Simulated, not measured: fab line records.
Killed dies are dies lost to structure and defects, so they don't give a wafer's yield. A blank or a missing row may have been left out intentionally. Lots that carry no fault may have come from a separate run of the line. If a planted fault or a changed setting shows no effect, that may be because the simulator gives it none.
Which tool is to blame? || flow berkeley-cmos170 || Sampling: 15 lots, 45 wafers, 4 of 331 route steps

== WHAT THE GAUGES READ, wafer by wafer ==
UCB170_NWELL_THK_MEAS_02.
{"lot": "L995", "measured": "day 2 01:23", "on": "film-metro-01", "NWELL_OXIDE_THK (nm)": "27.0 26.8 27.1"}
{"lot": "L996", "measured": "day 2 05:56", "on": "film-metro-03", "NWELL_OXIDE_THK (nm)": "26.3 26.3 26.3"}
{"lot": "L102", "measured": "day 3 12:51", "on": "film-metro-01", "NWELL_OXIDE_THK (nm)": "26.4 26.0 26.0"}
{"lot": "L104", "measured": "day 3 18:50", "on": "film-metro-03", "NWELL_OXIDE_THK (nm)": "26.5 26.5 26.8"}
{"lot": "L103", "measured": "day 3 18:50", "on": "film-metro-01", "NWELL_OXIDE_THK (nm)": "27.2 27.2 27.6"}
{"lot": "L105", "measured": "day 4 01:00", "on": "film-metro-02", "NWELL_OXIDE_THK (nm)": "26.4 26.7 26.4"}
{"lot": "L107", "measured": "day 4 12:04", "on": "film-metro-01", "NWELL_OXIDE_THK (nm)": "25.5 25.7 25.6"}
{"lot": "L108", "measured": "day 4 17:57", "on": "film-metro-03", "NWELL_OXIDE_THK (nm)": "26.7 26.6 26.4"}
{"lot": "L110", "measured": "day 5 04:07", "on": "film-metro-02", "NWELL_OXIDE_THK (nm)": "25.7 26.0 25.6"}
{"lot": "L109", "measured": "day 5 04:08", "on": "film-metro-01", "NWELL_OXIDE_THK (nm)": "25.6 25.5 25.7"}
{"lot": "L111", "measured": "day 5 12:18", "on": "film-metro-03", "NWELL_OXIDE_THK (nm)": "27.4 27.0 27.2"}
{"lot": "L112", "measured": "day 5 12:18", "on": "film-metro-02", "NWELL_OXIDE_THK (nm)": "26.3 26.1 26.5"}
{"lot": "L114", "measured": "day 6 03:44", "on": "film-metro-01", "NWELL_OXIDE_THK (nm)": "27.0 26.7 27.2"}
{"lot": "L115", "measured": "day 6 09:26", "on": "film-metro-01", "NWELL_OXIDE_THK (nm)": "26.0 26.3 26.0"}
{"lot": "L118", "measured": "day 7 02:21", "on": "film-metro-01", "NWELL_OXIDE_THK (nm)": "25.7 26.1 25.5"}

UCB170_ACTIVE_OVL_MEAS_14.
{"lot": "L995", "measured": "day 4 12:36", "on": "overlay-01", "ACTIVE_OVL (nm)": "1 4 1"}
{"lot": "L996", "measured": "day 4 12:48", "on": "overlay-02", "ACTIVE_OVL (nm)": "3 6 5"}
{"lot": "L102", "measured": "day 5 16:45", "on": "overlay-01", "ACTIVE_OVL (nm)": "-166 -156 -167 -163 -156 -164"}
{"lot": "L104", "measured": "day 5 22:16", "on": "overlay-01", "ACTIVE_OVL (nm)": "-158 -153 -147 -155 -153 -148"}
{"lot": "L103", "measured": "day 5 22:04", "on": "overlay-02", "ACTIVE_OVL (nm)": "-160 -161 -162 -161 -158 -162"}
{"lot": "L105", "measured": "day 6 08:16", "on": "overlay-01", "ACTIVE_OVL (nm)": "-155 -155 -150 -157 -153 -150"}
{"lot": "L107", "measured": "day 7 08:13", "on": "overlay-02", "ACTIVE_OVL (nm)": "7 1 -8"}
{"lot": "L108", "measured": "day 7 12:46", "on": "overlay-01", "ACTIVE_OVL (nm)": "7 6 5"}
{"lot": "L110", "measured": "day 7 12:31", "on": "overlay-01", "ACTIVE_OVL (nm)": "2 -1 6"}
{"lot": "L109", "measured": "day 7 13:22", "on": "overlay-02", "ACTIVE_OVL (nm)": "8 0 1"}
{"lot": "L111", "measured": "day 7 15:21", "on": "overlay-02", "ACTIVE_OVL (nm)": "-5 6 1"}
{"lot": "L112", "measured": "day 7 15:31", "on": "overlay-01", "ACTIVE_OVL (nm)": "0 0 -3"}
{"lot": "L114", "measured": "day 8 09:06", "on": "overlay-01", "ACTIVE_OVL (nm)": "10 11 7"}
{"lot": "L115", "measured": "day 8 09:23", "on": "overlay-01", "ACTIVE_OVL (nm)": "8 10 9"}
{"lot": "L118", "measured": "day 9 11:22", "on": "overlay-02", "ACTIVE_OVL (nm)": "8 4 6"}

== TOOL THAT RAN EACH LOT (tool first, then ch and the chambers of the sampled wafers, then the start) ==
{"lot": "L995", "UCB170_NWELL_STRIP_15": "plasma-asher-02 ch 0,1, day 2 09:56", "UCB170_ACTIVE_EXPOSE_10": "krf-scanner-01 ch 0, day 4 12:04"}
{"lot": "L996", "UCB170_NWELL_STRIP_15": "plasma-asher-03 ch 0,1, day 2 15:03", "UCB170_ACTIVE_EXPOSE_10": "krf-scanner-01 ch 0, day 4 12:12"}
{"lot": "L102", "UCB170_NWELL_STRIP_15": "plasma-asher-02 ch 0,1, day 3 18:45", "UCB170_ACTIVE_EXPOSE_10": "krf-scanner-01 ch 0, day 5 16:15"}
{"lot": "L104", "UCB170_NWELL_STRIP_15": "plasma-asher-01 ch 0,1, day 4 00:35", "UCB170_ACTIVE_EXPOSE_10": "krf-scanner-01 ch 0, day 5 21:40"}
{"lot": "L103", "UCB170_NWELL_STRIP_15": "plasma-asher-01 ch 0,1, day 4 00:52", "UCB170_ACTIVE_EXPOSE_10": "krf-scanner-01 ch 0, day 5 21:34"}
{"lot": "L105", "UCB170_NWELL_STRIP_15": "plasma-asher-02 ch 1, day 4 08:05", "UCB170_ACTIVE_EXPOSE_10": "krf-scanner-01 ch 0, day 6 07:25"}
{"lot": "L107", "UCB170_NWELL_STRIP_15": "plasma-asher-02 ch 0,1, day 4 20:38", "UCB170_ACTIVE_EXPOSE_10": "krf-scanner-02 ch 0, day 7 07:06"}
{"lot": "L108", "UCB170_NWELL_STRIP_15": "plasma-asher-02 ch 0,1, day 5 04:11", "UCB170_ACTIVE_EXPOSE_10": "krf-scanner-02 ch 0, day 7 11:08"}
{"lot": "L110", "UCB170_NWELL_STRIP_15": "plasma-asher-01 ch 0,1, day 5 12:58", "UCB170_ACTIVE_EXPOSE_10": "krf-scanner-02 ch 0, day 7 10:49"}
{"lot": "L109", "UCB170_NWELL_STRIP_15": "plasma-asher-02 ch 0,1, day 5 12:46", "UCB170_ACTIVE_EXPOSE_10": "krf-scanner-02 ch 0, day 7 11:20"}
{"lot": "L111", "UCB170_NWELL_STRIP_15": "plasma-asher-02 ch 1, day 5 20:04", "UCB170_ACTIVE_EXPOSE_10": "krf-scanner-02 ch 0, day 7 14:50"}
{"lot": "L112", "UCB170_NWELL_STRIP_15": "plasma-asher-02 ch 1, day 5 20:10", "UCB170_ACTIVE_EXPOSE_10": "krf-scanner-02 ch 0, day 7 15:00"}
{"lot": "L114", "UCB170_NWELL_STRIP_15": "plasma-asher-02 ch 0,1, day 6 14:24", "UCB170_ACTIVE_EXPOSE_10": "krf-scanner-02 ch 0, day 8 08:34"}
{"lot": "L115", "UCB170_NWELL_STRIP_15": "plasma-asher-03 ch 0,1, day 6 14:38", "UCB170_ACTIVE_EXPOSE_10": "krf-scanner-02 ch 0, day 8 08:41"}
{"lot": "L118", "UCB170_NWELL_STRIP_15": "plasma-asher-02 ch 0,1, day 7 11:50", "UCB170_ACTIVE_EXPOSE_10": "krf-scanner-02 ch 0, day 9 10:52"}
- UCB170_NWELL_STRIP_15: strips in O2.
- UCB170_ACTIVE_EXPOSE_10: exposes mask ACTIVE, target cd 1200 nm.

== AS READ BY THE TOOLS THEMSELVES (means over the sampled wafers that have a number; for cases with no such wafer, the mark the record gives instead) ==
UCB170_NWELL_STRIP_15.
{"lot": "L995", "tool": "plasma-asher-02", "drypump-motor-current-A (A)": 5.6, "oes-product-au (a.u.)": 0.721, "strip-time-to-endpoint-s (s)": 18.01}
{"lot": "L996", "tool": "plasma-asher-03", "drypump-motor-current-A (A)": 5.8, "oes-product-au (a.u.)": 0.718, "strip-time-to-endpoint-s (s)": 18.07}
{"lot": "L102", "tool": "plasma-asher-02", "drypump-motor-current-A (A)": 5.6, "oes-product-au (a.u.)": 0.723, "strip-time-to-endpoint-s (s)": 18.12}
{"lot": "L104", "tool": "plasma-asher-01", "drypump-motor-current-A (A)": 5.6, "oes-product-au (a.u.)": 0.720, "strip-time-to-endpoint-s (s)": 18.12}
{"lot": "L103", "tool": "plasma-asher-01", "drypump-motor-current-A (A)": 5.3, "oes-product-au (a.u.)": 0.719, "strip-time-to-endpoint-s (s)": 18.15}
{"lot": "L105", "tool": "plasma-asher-02", "drypump-motor-current-A (A)": 6.0, "oes-product-au (a.u.)": 0.724, "strip-time-to-endpoint-s (s)": 18.10}
{"lot": "L107", "tool": "plasma-asher-02", "drypump-motor-current-A (A)": 5.6, "oes-product-au (a.u.)": 0.721, "strip-time-to-endpoint-s (s)": 18.07}
{"lot": "L108", "tool": "plasma-asher-02", "drypump-motor-current-A (A)": 5.3, "oes-product-au (a.u.)": 0.720, "strip-time-to-endpoint-s (s)": 18.20}
{"lot": "L110", "tool": "plasma-asher-01", "drypump-motor-current-A (A)": 5.4, "oes-product-au (a.u.)": 0.720, "strip-time-to-endpoint-s (s)": 18.04}
{"lot": "L109", "tool": "plasma-asher-02", "drypump-motor-current-A (A)": 5.6, "oes-product-au (a.u.)": 0.726, "strip-time-to-endpoint-s (s)": 18.14}
{"lot": "L111", "tool": "plasma-asher-02", "drypump-motor-current-A (A)": 6.0, "oes-product-au (a.u.)": 0.719, "strip-time-to-endpoint-s (s)": 18.03}
{"lot": "L112", "tool": "plasma-asher-02", "drypump-motor-current-A (A)": 6.0, "oes-product-au (a.u.)": 0.721, "strip-time-to-endpoint-s (s)": 17.92}
{"lot": "L114", "tool": "plasma-asher-02", "drypump-motor-current-A (A)": 5.7, "oes-product-au (a.u.)": 0.723, "strip-time-to-endpoint-s (s)": 18.00}
{"lot": "L115", "tool": "plasma-asher-03", "drypump-motor-current-A (A)": 6.1, "oes-product-au (a.u.)": 0.718, "strip-time-to-endpoint-s (s)": 18.09}
{"lot": "L118", "tool": "plasma-asher-02", "drypump-motor-current-A (A)": 5.7, "oes-product-au (a.u.)": 0.721, "strip-time-to-endpoint-s (s)": 18.02}

UCB170_ACTIVE_EXPOSE_10.
{"lot": "L995", "tool": "krf-scanner-01", "stage-vel-mm-s (mm/s)": 500.00}
{"lot": "L996", "tool": "krf-scanner-01", "stage-vel-mm-s (mm/s)": 500.12}
{"lot": "L102", "tool": "krf-scanner-01", "stage-vel-mm-s (mm/s)": 500.13}
{"lot": "L104", "tool": "krf-scanner-01", "stage-vel-mm-s (mm/s)": 500.04}
{"lot": "L103", "tool": "krf-scanner-01", "stage-vel-mm-s (mm/s)": 499.59}
{"lot": "L105", "tool": "krf-scanner-01", "stage-vel-mm-s (mm/s)": 500.18}
{"lot": "L107", "tool": "krf-scanner-02", "stage-vel-mm-s (mm/s)": 500.14}
{"lot": "L108", "tool": "krf-scanner-02", "stage-vel-mm-s (mm/s)": 500.28}
{"lot": "L110", "tool": "krf-scanner-02", "stage-vel-mm-s (mm/s)": 499.62}
{"lot": "L109", "tool": "krf-scanner-02", "stage-vel-mm-s (mm/s)": 500.25}
{"lot": "L111", "tool": "krf-scanner-02", "stage-vel-mm-s (mm/s)": 500.03}
{"lot": "L112", "tool": "krf-scanner-02", "stage-vel-mm-s (mm/s)": 500.28}
{"lot": "L114", "tool": "krf-scanner-02", "stage-vel-mm-s (mm/s)": 500.04}
{"lot": "L115", "tool": "krf-scanner-02", "stage-vel-mm-s (mm/s)": 500.08}
{"lot": "L118", "tool": "krf-scanner-02", "stage-vel-mm-s (mm/s)": 499.51}

== THE ANSWER, worked out from the rows above alone ==
Rule: the lots themselves supply what counts as usual. Put in order of their means at a reading, lots are off if they are a third of the lots or fewer, leave a main group of 4 or more, and stand apart from it by a gap of 3 or more times the standard deviation of the main group's means; of several such gaps the widest counts. The tables above print the reading to a certain number of digits; a main group whose means all agree to those digits is not used. Also off: a lot with no number at a reading for which 4 or more lots have one. The other lots that the step has rows for count as sound. First the gauges in route order, then the tools' own readings, where a lot's mean is used as printed above. The first step at which some lot is off is used, and at that step the reading that is off furthest; a lot without a number counts as furthest.
Off: L102, L104, L103, L105, at UCB170_ACTIVE_OVL_MEAS_14 (ACTIVE_OVL). For the main group the mean is 4 nm and the standard deviation 3.3.
A tool fits if, at a process step before that reading, it ran every lot that is off, and no sound lot after the first of them. The gauges at UCB170_ACTIVE_OVL_MEAS_14 are tried like those tools. One fits: krf-scanner-01 at UCB170_ACTIVE_EXPOSE_10. A fault onset in the window from L996 (day 4 12:12, its last sound lot) to L102 (day 5 16:15, its first lot off) fits.

== WHAT THE SIMULATOR PUT IN ==
Scanner matching overlay: krf-scanner-01, from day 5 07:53 on, at UCB170_ACTIVE_EXPOSE_10. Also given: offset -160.
Lots struck among those shown: L102, L104, L103, L105. Same finding as the rule above.
